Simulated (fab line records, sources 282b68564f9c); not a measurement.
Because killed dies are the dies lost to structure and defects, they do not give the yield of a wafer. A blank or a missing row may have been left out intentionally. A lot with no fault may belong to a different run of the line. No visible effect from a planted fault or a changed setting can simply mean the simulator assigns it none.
Matching of chambers	flow rit_cmos	4 sister chambers for RIT_M1_STRIP_13 on wet_bench-02
The step strips in nmp, time 600 s. 14 wafers are shown with their chamber, then 7 later ones without.

== WAFERS, EACH WITH ITS CHAMBER ==
wafer	chamber	run_length_s (s)	bath_heat_duty_pct (%)
L172.1	1	627	21.8
L172.3	1	627	23.4
L172.5	1	627	23.3
L176.1	1	636	21.1
L176.2	1	636	20.2
L176.3	1	636	21.5
L184.1	0	626	15.4
L184.2	0	626	16.6
L184.6	0	626	16.9
L188.1	3	634	21.7
L188.2	3	634	20.0
L188.5	3	634	18.7
L192.3	2	626	16.2
L192.5	2	626	16.7

SIGNATURES (means of the wafers above)
reading	chamber 0	chamber 1	chamber 2	chamber 3	scatter within a chamber
run_length_s	626.00	631.50	626.00	634.00	3.49
bath_heat_duty_pct	16.300	21.883	16.450	20.133	1.18
Rule: distance of a wafer from a chamber = root of the sum over the readings of ((wafer's reading minus chamber's mean) / reading's scatter) squared. The wafer belongs to the nearest chamber; if the next one is less than 2 further off, it can't be placed. The scatter: take each reading less its chamber's mean, square it, sum over the shown wafers, divide by the number of wafers less the number of chambers, and take the root.

== WAFERS WITH NO CHAMBER GIVEN ==
wafer	run_length_s (s)	bath_heat_duty_pct (%)
L192.6	626	17.7
L193.1	627	18.9
L193.3	627	20.6
L193.5	627	19.2
L194.2	627	19.1
L194.4	627	19.0
L194.6	627	19.5

== CHAMBER TAKEN BY EACH ==
wafer	from the rows above	in truth
L192.6	can't be placed: 2 or 0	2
L193.1	can't be placed: 2 or 0 or 3 or 1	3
L193.3	can't be placed: 1 or 3 or 2 or 0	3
L193.5	can't be placed: 3 or 2 or 0 or 1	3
L194.2	can't be placed: 3 or 2 or 0 or 1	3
L194.4	can't be placed: 2 or 3 or 0 or 1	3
L194.6	can't be placed: 3 or 1 or 2 or 0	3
Correctly placed: 0 of 7. Not placeable from these rows: 7 (in 7, the candidates include the true chamber). Placed wrongly: 0.
